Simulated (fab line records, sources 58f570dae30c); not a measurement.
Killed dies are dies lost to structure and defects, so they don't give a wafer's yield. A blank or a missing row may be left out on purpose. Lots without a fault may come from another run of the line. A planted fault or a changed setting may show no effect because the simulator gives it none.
Chamber matching | flow berkeley_cmos170 | UCB170_M3_STRIP_08 on wet_bench-04: 4 sister chambers
The step strips KrF in DMSO, time 600 s. 4 wafers are shown with their chamber, then 10 later ones without.

WAFERS WITH THEIR CHAMBER
wafer  | chamber | bath_guard_temp_C (C)
L600.3 | 2       | 80.2
L601.6 | 3       | 79.7
L615.6 | 1       | 80.3
L618.2 | 0       | 79.7

WAFERS WITHOUT THEIR CHAMBER
wafer  | bath_guard_temp_C (C)
L618.4 | 79.4
L621.1 | 79.6
L621.2 | 79.2
L621.4 | 79.3
L619.1 | 79.3
L619.2 | 79.4
L619.6 | 79.5
L620.1 | 79.3
L620.2 | 79.4
L620.4 | 79.4

WHICH CHAMBER EACH WENT THROUGH
wafer  | from the rows above               | in truth
L618.4 | can't be placed: 0 or 3 or 2 or 1 | 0
L621.1 | can't be placed: 0 or 3 or 2 or 1 | 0
L621.2 | can't be placed: 0 or 3 or 2 or 1 | 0
L621.4 | can't be placed: 0 or 3 or 2 or 1 | 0
L619.1 | can't be placed: 0 or 3 or 2 or 1 | 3
L619.2 | can't be placed: 0 or 3 or 2 or 1 | 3
L619.6 | can't be placed: 0 or 3 or 2 or 1 | 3
L620.1 | can't be placed: 0 or 3 or 2 or 1 | 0
L620.2 | can't be placed: 0 or 3 or 2 or 1 | 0
L620.4 | can't be placed: 0 or 3 or 2 or 1 | 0
Placed correctly: 0 of 10. Can't be placed from these rows: 10 (the true chamber is among the candidates in 10). Placed wrongly: 0.
How it was worked out, from the rows above alone: a wafer's distance from a chamber is the root of the sum, over the readings, of the square of ((its reading less the chamber's mean) divided by the reading's scatter). The wafer belongs to the nearest chamber; if the next one is less than 2 further off, it can't be placed. A chamber's mean is the mean of its shown wafers. The scatter: with one shown wafer a chamber, the root of the mean of the squares of how far each hidden wafer lies from its nearest shown one.
